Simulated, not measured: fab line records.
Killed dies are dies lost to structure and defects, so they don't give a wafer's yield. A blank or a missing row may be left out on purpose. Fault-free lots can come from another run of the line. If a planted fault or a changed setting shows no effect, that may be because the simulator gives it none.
Code-filled problem report in 8D (eight disciplines) form -- flow ritCmos -- the parts of the form that need people (team, actions taken, sign-off) are left out

## 1. THE ISSUE
Across 6 wafers from 2 lots, ACTIVE_OXIDE_THK at RIT_ACTIVE_THK_MEAS_02 averages 59.4 nm, while fault-free wafers read 46.9 nm with a standard deviation of 0.71. Relative to the usual mean, that is a shift of +18 standard deviations.
Seen first at day 5 01:03 on filmMetro-02, wafer L498.1. The record has a number at this step for 42 wafers belonging to 14 lots. Rule for "out" (also "out of limits"): further than 4 standard deviations from the usual mean. The rest of the wafers with a number are treated as sound.

## 2. WHAT IT IS, AND WHAT IT ISN'T
question,is,is not
which readings at this step,ACTIVE_OXIDE_THK,-
which lots,"L498, L500","L482, L485, L486, L487, L488, L489, L491, L492, L493, L494, L502, L503"
which wafers of those lots,all that have a number,-
read on which gauges,"filmMetro-01, filmMetro-02",filmMetro-03
when,from day 5 01:03,"up to then (30 sound wafers); but 6 sound wafers of L502, L503 came after"

## 3. SUSPECTS, AND WHAT RULES EACH OUT
Counting: a tool stays on the suspect list if, at a process step up to the reading, it processed all lots that are out and no sound lot following the first of them.
- the gauge at RIT_ACTIVE_THK_MEAS_02 has been ruled out. Those wafers that are out were read across 2 gauges (filmMetro-01, filmMetro-02).
- furnace-03 at RIT_ACTIVE_OXIDATION_01 (target thk 46.8 nm, ox time 3360 s): kept. It processed each lot that is out, first L498 at day 4 23:07, and no sound lot thereafter; up to then, the last sound lot it processed was L492 at day 3 17:07. Its own spikeTcCentreC, spikeTcLoadC, spikeTcSourceC, tubeCenterTempC, tube_center_temp_C_max readings are out on those wafers.
Left after counting: furnace-03 at RIT_ACTIVE_OXIDATION_01.

## 4. THE CAUSE (what the simulator had put in)
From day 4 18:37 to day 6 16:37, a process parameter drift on furnace-03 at RIT_ACTIVE_OXIDATION_01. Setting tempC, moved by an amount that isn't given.
After counting, this tool was the only one left.

## 5. THE EFFECT CHAIN, in route order
Rows list readings where the struck wafers' mean (over those with a number) sits beyond 3 standard deviations from the usual. Only readings for which the record gives a usual standard deviation are gone through. hours: the time from each lot's start at the first step in this table that gives one to its start at this step, as a median over the lots. sigmas: the change in usual standard deviations.
hours,step,reading,usual,on struck wafers,change,sigmas
0,RIT_ACTIVE_OXIDATION_01,spikeTcCentreC,1002.3 C,1025.9,+23.6,+20
0,RIT_ACTIVE_OXIDATION_01,spikeTcLoadC,1027.3 C,1050.2,+22.9,+15
0,RIT_ACTIVE_OXIDATION_01,spikeTcSourceC,1025 C,1051,+26,+6.2
0,RIT_ACTIVE_OXIDATION_01,tubeCenterTempC,1000 C,1023,+23,+99 or more
0,RIT_ACTIVE_OXIDATION_01,tube_center_temp_C_max,1002.6,1025.2,+22.6,+54
2,RIT_ACTIVE_THK_MEAS_02,ACTIVE_OXIDE_THK,46.9 nm,59.4,+12.5,+18
The process steps in it:
- RIT_ACTIVE_OXIDATION_01: target thk 46.8 nm, ox time 3360 s.

## 6. WHAT WOULD HAVE CAUGHT IT SOONER
6 hours passed between the start of the fault at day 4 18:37 and the first reading out of limits at a measuring or inspecting step in this record, taken at day 5 01:03.
At RIT_ACTIVE_OXIDATION_01, the tool's own readings (spikeTcCentreC, spikeTcLoadC, spikeTcSourceC, tubeCenterTempC, tube_center_temp_C_max) were out on each struck wafer the step has a row for, so an alarm limit on them would have fired on the first such wafer.
Among the 2 lots that are out, L500 began RIT_ACTIVE_OXIDATION_01 on furnace-03 after day 5 01:03. Putting the tool on hold at that point would have spared it.
